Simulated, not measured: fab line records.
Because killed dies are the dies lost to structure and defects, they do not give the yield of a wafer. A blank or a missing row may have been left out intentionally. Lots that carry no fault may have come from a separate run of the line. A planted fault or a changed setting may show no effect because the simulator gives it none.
A struck lot beside a sound one -- flow rit cmos -- 27 steps out of a route of 202
Sound: the wafers L511.1, L511.3, L511.4. Wafers struck: L522.1, L522.2, L522.6. The cause is named last.
At each step with rows: each side's tool, then ch and its chambers, then its first start. Under that, the readings that differ: sound wafers -- struck wafers -- difference of the means -- sigmas: that difference in standard deviations of wafers without a fault.
alike: readings whose means differ by less than 2 such deviations, and words and numbers that are the same on both sides. not compared: withheld readings, readings that some wafer has no value for, bounds like >300 that may hide the same value, and numbers for which the record gives no deviation and whose values overlap.
Wherever a step has rows on one side only, a row that says differs or no value, or a row with sigmas, the two part there. Non-overlapping numbers with no deviation appear without sigmas and do not part them. A reading missing from all wafers of one side parts the sides only when that side holds two or more wafers.

first, 4 steps without rows for these wafers: RIT_CONTACT_SOFTBAKE_04 (time 60 s); RIT_CONTACT_EXPOSE_05 (exposes mask M11, target cd 1000 nm); RIT_CONTACT_PEB_06; RIT_CONTACT_DEVELOP_07 (develop time 114.2 s).
RIT_CONTACT_CD_MEAS_08 targets a cd of 1000 nm.
  sound on cd sem-01, day 4 01:44; struck on cd sem-01, day 6 07:46
  alike: cd nm
RIT_CONTACT_OVL_MEAS_09:
  sound on overlay-01, day 4 01:51; struck on overlay-01, day 6 07:53
  alike: CONTACT_OVL
then, 1 step without rows for these wafers: RIT_CONTACT_HARDBAKE_10 (time 60 s).
RIT_CONTACT_ETCH_11: etches SiO2 in CHF3/CF4/Ar, stops on TiSi2, target depth 480 nm, time 320 s.
  sound on rie diel-02 ch 1,2,3, day 4 02:16; struck on rie diel-02 ch 1,2,3, day 6 08:04
  alike: CHF3_flow_sccm, O2_flow_sccm, drypump motor current A, mfc ar sccm, oes product au, throttle valve pct
  not compared: rf hours counter h
RIT_CONTACT_STRIP_12: strips in O2, time 180 s.
  sound on plasma asher-03 ch 0,1, day 4 02:27; struck on plasma asher-04 ch 0,1, day 6 08:16
  alike: drypump motor current A
  not compared: rf hours counter h
RIT_CONTACT_CD_MEAS_90 targets a cd of 1000 nm.
  sound on cd sem-02, day 4 02:38; struck on cd sem-02, day 6 08:26
  alike: cd nm
then, 2 steps without rows for these wafers: RIT_CONTACT_CLEAN_13 (cleans in SC1, time 600 s); RIT_CONTACT_CLEAN_14 (cleans in SC2, time 600 s).
RIT_M1_SPUTTER_00: material Al, target thk 400 nm, time 500 s.
  sound on pvd sputter-02, day 4 03:06; struck on pvd sputter-03, day 6 08:54
  alike: substrate temp c, throttle valve pct
RIT_M1_RS_MEAS_01: the measuring method here is four-point-probe.
  sound on film metro-04, day 4 03:23; struck on film metro-04, day 6 09:12
reading,sound,struck,difference,sigmas
M1_AL_RS (ohm/sq),0.0736 0.0737 0.0739,0.0832 0.0852 0.0858,+0.0110,+16
RIT_M1_THK_MEAS_02: measures by xrf.
  sound on film metro-04, day 4 03:31; struck on film metro-04, day 6 09:19
reading,sound,struck,difference,sigmas
M1_AL_THK (nm),394 392 396,359 349 347,-42,-12
then, 6 steps without rows for these wafers: RIT_M1_HMDS_03 (prime time 60 s); RIT_M1_COAT_04 (resist thk 1300 nm); RIT_M1_SOFTBAKE_05 (time 60 s); RIT_M1_EXPOSE_06 (exposes mask M12, target cd 2600 nm); RIT_M1_PEB_07; RIT_M1_DEVELOP_08 (develop time 68 s).
RIT_M1_CD_MEAS_09 targets a cd of 2600 nm.
  sound on cd sem-01, day 4 04:35; struck on cd sem-01, day 6 10:16
  alike: cd nm
RIT_M1_OVL_MEAS_10:
  sound on overlay-01, day 4 04:43; struck on overlay-01, day 6 10:23
reading,sound,struck,difference,sigmas
M1_OVL (nm),-0.1 -1.5 0.4,3.6 0.7 3.2,+2.9,+2
then, 1 step without rows for these wafers: RIT_M1_HARDBAKE_11 (time 120 s).
RIT_M1_METAL_ETCH_12: etches Al in Cl2/BCl3, stops on SiO2, time 165 s, target depth 600 nm.
  sound on rie metal-03 ch 0,1, day 4 05:00; struck on rie metal-01 ch 0,1, day 6 10:40
reading,sound,struck,difference,sigmas
oes product au (a.u.),0.791 0.760 0.795,0.752 0.735 0.734,-0.042,-3
  alike: drypump motor current A, throttle valve pct
  not compared: rf hours counter h
then, 1 step without rows for these wafers: RIT_M1_STRIP_13 (strips in nmp, time 600 s).
RIT_M1_PROBE_99:
  sound on prober-01, day 4 07:15; struck on prober-02, day 6 12:55
  alike: defect limited yield, killed at front end, killed dies, killed open, killed short, sort_bin_3_pad_short, sort_bin_5_function, sort_bin_6_memory, sort n pass, sort yield pct

## WHERE THEY PART
Last at RIT_M1_METAL_ETCH_12 as far as this record goes, first at RIT_M1_RS_MEAS_01. Later steps at which nothing parts them and some readings are alike: RIT_M1_PROBE_99.

WHY: what the simulator had put in
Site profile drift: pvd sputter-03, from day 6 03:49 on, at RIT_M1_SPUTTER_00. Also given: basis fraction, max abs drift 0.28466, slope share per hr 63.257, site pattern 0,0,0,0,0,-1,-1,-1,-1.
